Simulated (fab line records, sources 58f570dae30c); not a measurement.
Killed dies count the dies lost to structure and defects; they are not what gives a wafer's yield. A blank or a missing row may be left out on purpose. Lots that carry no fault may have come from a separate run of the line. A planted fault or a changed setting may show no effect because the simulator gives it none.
Which tool did it? | flow berkeleyCmos170 | 7 lots with 21 wafers sampled at 4 steps, on a route of 331 steps

## WHAT THE GAUGES SHOWED, per wafer
UCB170_SDANNEAL_RS_MEAS_03: uses a four-point probe to measure.
lot  | measured     | on           | NSD_RS (ohm/sq)
L841 | day 7 05:33  | filmMetro-01 | 37.37 37.25 37.24
L845 | day 7 16:31  | filmMetro-04 | 37.20 37.28 37.28
L846 | day 7 17:16  | filmMetro-01 | 37.39 37.40 37.43
L854 | day 9 23:58  | filmMetro-01 | 45.34 45.34 45.25
L857 | day 10 06:17 | filmMetro-04 | 37.28 37.25 37.29
L860 | day 10 10:51 | filmMetro-01 | 37.26 37.23 37.26
L864 | day 12 01:39 | filmMetro-04 | 37.22 37.17 37.18

## WHICH TOOL RAN EACH LOT (tool, then ch and the chambers of the sampled wafers, then the start)
lot  | UCB170_NSD_PEB_04                | UCB170_NSD_IMPLANT_08           | UCB170_NSD_STRIP_09
L841 | lithoTrack-02 ch 0, day 7 03:11  | implanter-01 ch 0, day 7 03:37  | plasmaAsher-02 ch 0,1, day 7 03:44
L845 | lithoTrack-01 ch 0, day 7 14:38  | implanter-04 ch 0, day 7 15:04  | plasmaAsher-04 ch 1, day 7 15:13
L846 | lithoTrack-01 ch 0, day 7 15:06  | implanter-03 ch 0, day 7 15:32  | plasmaAsher-04 ch 0,1, day 7 15:40
L854 | lithoTrack-01 ch 0, day 9 21:40  | implanter-03 ch 0, day 9 22:29  | plasmaAsher-01 ch 0,1, day 9 22:38
L857 | lithoTrack-02 ch 0, day 10 03:52 | implanter-04 ch 0, day 10 04:20 | plasmaAsher-02 ch 0,1, day 10 04:28
L860 | lithoTrack-04 ch 0, day 10 08:31 | implanter-04 ch 0, day 10 08:56 | plasmaAsher-01 ch 0,1, day 10 09:05
L864 | lithoTrack-04 ch 0, day 11 23:37 | implanter-01 ch 0, day 12 00:08 | plasmaAsher-02 ch 0,1, day 12 00:15
- UCB170_NSD_PEB_04
- UCB170_NSD_IMPLANT_08
- UCB170_NSD_STRIP_09: strips in O2.

## THE ANSWER, worked out from the rows above alone
Rule: the lots themselves supply what counts as usual. Put in order of their means at a reading, lots are off if they are a third of the lots or fewer, leave a main group of 4 or more, and stand apart from it by a gap of 3 or more times the standard deviation of the main group's means; of several such gaps the widest counts. A main group whose means are all the same, to the digits that the tables above print for the reading, isn't used. A lot without any number at a reading at which 4 lots or more have one is off too. All remaining lots with rows at the step are treated as sound.
Off: L854, seen at UCB170_SDANNEAL_RS_MEAS_03 (NSD_RS). Main group: mean 37.28 ohm/sq, sd 0.066.
If a tool, at a process step before that reading, ran all the lots that are off and no sound lot after the first of them, it fits. The gauges at UCB170_SDANNEAL_RS_MEAS_03 are tried like those tools. 2 tools fit, lithoTrack-01 at UCB170_NSD_PEB_04 and implanter-03 at UCB170_NSD_IMPLANT_08, so this cannot tell which one it is.

## WHAT THE SIMULATOR HAD PUT IN
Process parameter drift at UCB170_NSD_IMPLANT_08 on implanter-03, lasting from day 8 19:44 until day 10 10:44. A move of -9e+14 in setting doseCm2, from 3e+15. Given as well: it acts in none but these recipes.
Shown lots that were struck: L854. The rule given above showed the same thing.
